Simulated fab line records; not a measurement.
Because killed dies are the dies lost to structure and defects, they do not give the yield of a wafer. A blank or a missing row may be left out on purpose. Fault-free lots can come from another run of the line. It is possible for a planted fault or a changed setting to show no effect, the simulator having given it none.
One fault through the eyes of 2 desks | flow ritCmos | each desk holds nothing but its own numbers, with what lay behind them at the end

## TOOL OWNER'S DESK, furnace-02
At RIT_M1_ANNEAL_15 (time 1800 s), the tool's own readings, given per lot that ran on this tool as the mean of the sampled wafers with a number. Any lot whose mean is over 4 standard deviations away from the usual mean is out of limits and marked OUT; that distance is given in the brackets. Shown are 7 of the 8 readings it has, namely the first that went out of limits plus those furthest out on some lot.
Columns: A = spikeTcCentreC at RIT_M1_ANNEAL_15, usual 452.5 C; B = spikeTcLoadC at RIT_M1_ANNEAL_15, usual 472.7 C; C = spikeTcSourceC at RIT_M1_ANNEAL_15, usual 469.8 C; D = tubeCenterTempC at RIT_M1_ANNEAL_15, usual 450 C; E = tube_center_temp_C_max at RIT_M1_ANNEAL_15, usual 451.16; F = zonePowerLoadPct at RIT_M1_ANNEAL_15, usual 6.48 %; G = zonePowerSourcePct at RIT_M1_ANNEAL_15, usual 6.59 %
lot  | first seen here | A               | B               | C               | D                     | E                        | F              | G
L390 | day 3 14:05     | 452.7           | 472.2           | 469.2           | 450                   | 451.19                   | 6.46           | 6.61
L395 | day 4 13:00     | 522.8 (+79) OUT | 543.3 (+64) OUT | 540.9 (+71) OUT | 520 (+99 or more) OUT | 521.18 (+99 or more) OUT | 8.22 (+29) OUT | 8.36 (+28) OUT
L396 | day 5 03:09     | 523.0 (+79) OUT | 544.1 (+65) OUT | 541.3 (+72) OUT | 520 (+99 or more) OUT | 521.30 (+99 or more) OUT | 8.32 (+31) OUT | 8.35 (+28) OUT
L397 | day 5 03:09     | 523.1 (+79) OUT | 544.2 (+65) OUT | 540.3 (+70) OUT | 520 (+99 or more) OUT | 521.09 (+99 or more) OUT | 8.24 (+29) OUT | 8.28 (+26) OUT
L409 | day 7 09:59     | 451.9           | 473.4           | 470.7           | 450                   | 451.22                   | 6.54           | 6.62
L410 | day 7 17:23     | 453.0           | 473.0           | 469.7           | 450                   | 451.28                   | 6.51           | 6.62
L411 | day 7 21:54     | 452.3           | 472.7           | 470.5           | 450                   | 451.43                   | 6.47           | 6.59
This desk's verdict: out of limits on L395, L396, L397, starting with L395 at day 4 13:00 (spikeTcCentreC at RIT_M1_ANNEAL_15). In limits: L390, L409, L410, L411.

## AT THE METROLOGY DESK
Means of the sampled wafers that have a number, per lot and without regard to the tool the lot ran on: this is what the gauges read. Any lot whose mean is over 4 standard deviations away from the usual mean is out of limits and marked OUT; that distance is given in the brackets.
Columns: A = cdNm at RIT_M1_CD_MEAS_09, usual 2600.0 nm; B = M1_OVL at RIT_M1_OVL_MEAS_10, usual 1.0 nm; C = cdNm at RIT_M1_CD_MEAS_90, usual 2600.1 nm; D = M1_BOW at RIT_M1_BOW_MEAS_16, usual 16 um
lot  | first seen here | A      | B   | C      | D
L390 | day 3 13:05     | 2601.0 | 2.8 | 2599.9 | 14
L395 | day 4 11:58     | 2598.7 | 1.4 | 2598.5 | 5
L396 | day 4 19:01     | 2600.7 | 2.3 | 2600.4 | 11
L397 | day 5 00:31     | 2600.7 | 1.2 | 2601.9 | 13
L409 | day 7 08:58     | 2598.4 | 0.2 | 2597.2 | 22
L410 | day 7 16:19     | 2598.0 | 0.6 | 2600.5 | 20
L411 | day 7 20:53     | 2601.9 | 1.2 | 2600.3 | 10
This desk's verdict: no lot among the 7 shows anything out of limits.

## PUT TOGETHER
At day 4 13:00, on L395, L396, L397, the tool owner's desk was in a position to raise an alarm.
At the metrology desk, nothing out of limits was observed.
The metrology desk holds a record of L395, L396, L397, inside its limits.
RIT_M1_ANNEAL_15 was run on furnace-02 by each of the lots named.

## WHAT HAD BEEN PUT IN BY THE SIMULATOR
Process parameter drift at RIT_M1_ANNEAL_15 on furnace-02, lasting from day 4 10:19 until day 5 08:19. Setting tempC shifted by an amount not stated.
Struck lots among those shown: L395, L396, L397.
Hours from the fault's start to each desk's first reading out of limits: the tool owner's desk, 3.
